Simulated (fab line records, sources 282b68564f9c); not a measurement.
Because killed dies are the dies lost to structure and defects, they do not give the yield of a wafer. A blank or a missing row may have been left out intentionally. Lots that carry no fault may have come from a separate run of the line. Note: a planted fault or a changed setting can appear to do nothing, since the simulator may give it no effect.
Which tool is to blame?    flow ritCmos    14 lots with 42 wafers sampled at 2 steps, on a route of 202 steps

## WHAT THE GAUGES SHOWED, per wafer
Not one reading of a measure or inspect step in the record can be checked against a usual standard deviation.

## WHAT TOOL EACH LOT RAN ON (gives the tool, then ch and the chambers of the sampled wafers, and finally the start)
lot   RIT_PRETRO_IMPLANT_08           RIT_M1_PROBE_99
L689  implanter-02 ch 0, day 2 08:42  -
L690  implanter-04 ch 0, day 2 12:38  -
L691  implanter-04 ch 0, day 2 16:50  -
L692  implanter-04 ch 0, day 2 21:56  -
L694  implanter-04 ch 0, day 3 09:38  -
L695  implanter-02 ch 0, day 3 14:13  -
L698  implanter-04 ch 0, day 4 03:52  -
L702  implanter-01 ch 0, day 5 02:08  prober-02, day 6 05:09
L706  implanter-02 ch 0, day 5 21:05  -
L707  implanter-02 ch 0, day 6 01:55  prober-02, day 7 04:29
L708  implanter-02 ch 0, day 6 06:15  prober-01, day 7 09:27
L710  implanter-02 ch 0, day 6 15:55  prober-01, day 7 19:40
L711  implanter-02 ch 0, day 6 22:07  -
L712  implanter-04 ch 0, day 7 02:04  -
- RIT_PRETRO_IMPLANT_08
- RIT_M1_PROBE_99

## WHAT THE TOOLS THEMSELVES READ (means of the sampled wafers that have a number; where no wafer has one, the mark that the record gives instead)
RIT_PRETRO_IMPLANT_08.
lot   tool          beamOnS (s)  tiltDeg (degrees)
L689  implanter-02  9.89         7.011
L690  implanter-04  10.05        7.014
L691  implanter-04  9.89         7.014
L692  implanter-04  10.10        6.994
L694  implanter-04  9.96         6.747
L695  implanter-02  10.08        6.993
L698  implanter-04  10.13        6.757
L702  implanter-01  9.92         7.013
L706  implanter-02  9.91         7.025
L707  implanter-02  10.22        7.000
L708  implanter-02  10.07        6.997
L710  implanter-02  9.90         6.984
L711  implanter-02  9.93         7.000
L712  implanter-04  10.26        6.978

RIT_M1_PROBE_99.
lot   tool       killedAtContacts  killedAtFrontEnd  killedDies  killedOpen  killedShort
L702  prober-02  0.0               9.7               9.7         5.7         4.0
L707  prober-02  0.3               5.7               6.0         3.3         2.3
L708  prober-01  0.0               3.0               3.0         1.3         1.7
L710  prober-01  0.0               9.3               9.3         3.0         6.3

## THE ANSWER, worked out from the rows above alone
Rule: usual is defined by the lots themselves. Put in order of their means at a reading, lots are off if they are a third of the lots or fewer, leave a main group of 4 or more, and stand apart from it by a gap of 3 or more times the standard deviation of the main group's means; of several such gaps the widest counts. A main group whose means are all the same, to the digits that the tables above print for the reading, isn't used. A lot without any number at a reading at which 4 lots or more have one is off too. Any other lot the step has rows for is counted as sound. Order of review: gauges by route order, followed by the tools' own readings, for which a lot's mean as printed above is used. At the first step where some lot is off, the reading lying furthest off is the one used; lots without a number count as furthest.
Off, at RIT_PRETRO_IMPLANT_08 on tiltDeg: L694, L698. The main group: mean 7.002 degrees, standard deviation 0.013.
If a tool, at that step or one of the process steps before it, ran each lot that is off and ran no sound lot following the first of them, it fits. None of those tried fits.

## WHAT WAS PUT IN BY THE SIMULATOR
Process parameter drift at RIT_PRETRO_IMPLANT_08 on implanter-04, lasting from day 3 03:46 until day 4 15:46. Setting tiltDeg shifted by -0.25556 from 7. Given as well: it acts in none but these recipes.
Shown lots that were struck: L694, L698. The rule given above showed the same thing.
